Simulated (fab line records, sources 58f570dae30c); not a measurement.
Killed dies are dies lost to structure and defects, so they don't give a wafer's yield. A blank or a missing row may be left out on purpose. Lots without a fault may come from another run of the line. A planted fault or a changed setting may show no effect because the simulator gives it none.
Split-lot experiment | flow berkeley_cmos170 | 5 lots, 23 wafers read, on a route of 331 steps

THE SPLIT
At UCB170_M1_SPUTTER_00 (material Al, target thk 600 nm, time 80 s), the setting power_w was moved away from the recipe's 6000 W on 7 of the 23 wafers read, by +5.6% to +10.7%. The other wafers ran this setting at the recipe's value.

FROM THE SPLIT TO THE READING: what the file shows between them, 1 step
- UCB170_M1_RS_MEAS_01: measures by four-point-probe

THE READING
M1_AL_THK, in nm, at UCB170_M1_THK_MEAS_02 (measures by xrf). Fault-free wafers of this fab line usually give 599 nm, standard deviation 5.1 nm.

wafer  | tool, chamber at the split | power_w as run, W | against the recipe | M1_AL_THK, nm | against lot-mates on the recipe
L074.1 | pvd_sputter-02, -          | 6639              | +10.7%             | 660           | +57
L074.2 | pvd_sputter-02, -          | 6000              | recipe             | 603           | -
L074.4 | pvd_sputter-02, -          | 6000              | recipe             | 599           | -
L074.5 | pvd_sputter-02, -          | 6000              | recipe             | 607           | -
L074.6 | pvd_sputter-02, -          | 6639              | +10.7%             | 662           | +59
L077.2 | pvd_sputter-02, -          | 6554              | +9.2%              | 661           | +61
L077.3 | pvd_sputter-02, -          | 6000              | recipe             | 600           | -
L077.4 | pvd_sputter-02, -          | 6000              | recipe             | 595           | -
L077.5 | pvd_sputter-02, -          | 6554              | +9.2%              | 654           | +54
L077.6 | pvd_sputter-02, -          | 6000              | recipe             | 604           | -
L080.1 | pvd_sputter-01, -          | 6000              | recipe             | 605           | -
L080.2 | pvd_sputter-01, -          | 6000              | recipe             | 603           | -
L080.3 | pvd_sputter-01, -          | 6000              | recipe             | 607           | -
L080.5 | pvd_sputter-01, -          | 6000              | recipe             | 603           | -
L080.6 | pvd_sputter-01, -          | 6000              | recipe             | 610           | -
L081.1 | pvd_sputter-04, -          | 6339              | +5.6%              | 637           | +39
L081.2 | pvd_sputter-04, -          | 6339              | +5.6%              | 632           | +34
L081.4 | pvd_sputter-04, -          | 6339              | +5.6%              | 629           | +31
L081.5 | pvd_sputter-04, -          | 6000              | recipe             | 594           | -
L081.6 | pvd_sputter-04, -          | 6000              | recipe             | 602           | -
L082.2 | pvd_sputter-01, -          | 6000              | recipe             | 594           | -
L082.4 | pvd_sputter-01, -          | 6000              | recipe             | 590           | -
L082.5 | pvd_sputter-01, -          | 6000              | recipe             | 590           | -

THE FIT
A straight line over all 23 wafers: M1_AL_THK changes by +5.87 nm for each +1% of power_w; r = +0.97; the points scatter about the line by 5.6 nm.
The same after taking each lot's own level away (the mean of its wafers on the recipe; 23 wafers): +5.84 nm for each +1%; r = +0.99; scatter 3.7 nm.
On that fit, the largest move of power_w shifts the reading by 62 nm.
The lots' own levels span 591.3 to 605.6 nm, that is 2.8 times the standard deviation above.
So the lot-to-lot level changes the slope little: the two slopes agree.
Check: with one of the wafers moved furthest among these (+10.7%) left out of the fit, the line predicts +64 nm for it against its lot-mates. It came out at +57 nm against them.

OTHER SPLITS ON THESE WAFERS
These wafers also went through other splits before the reading. Each is held against what the fit with the lots' levels taken away leaves over:
other split on the same wafers       | wafers away from the commonest value | r with M1_AL_THK (lot level and that fit taken away)
UCB170_CONTACT_COAT_10 resist_thk_nm | 8                                    | -0.02
UCB170_CONTACT_SOFTBAKE_11 time_s    | 6                                    | +0.22

THE WHOLE CHAIN: every reading that the file lists as answering this split, in the file's order
step                  | what it does                              | reading                                                                     | change (the file's fit)               | r (the file's)
UCB170_M1_SPUTTER_00  | material Al, target thk 600 nm, time 80 s | Al_of_M1_SPUTTER_00.thk_nm (the simulator's own value, which no gauge read) | +5.82 nm for each +1% of the setting  | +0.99
UCB170_M1_RS_MEAS_01  | measures by four-point-probe              | M1_AL_RS                                                                    | -0.000438 for each +1% of the setting | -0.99
UCB170_M1_THK_MEAS_02 | measures by xrf                           | M1_AL_THK                                                                   | +5.86 for each +1% of the setting     | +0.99

THE FILE'S OWN FIT
M1_AL_THK changes by +5.86 nm for each +1% of power_w, r = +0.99.
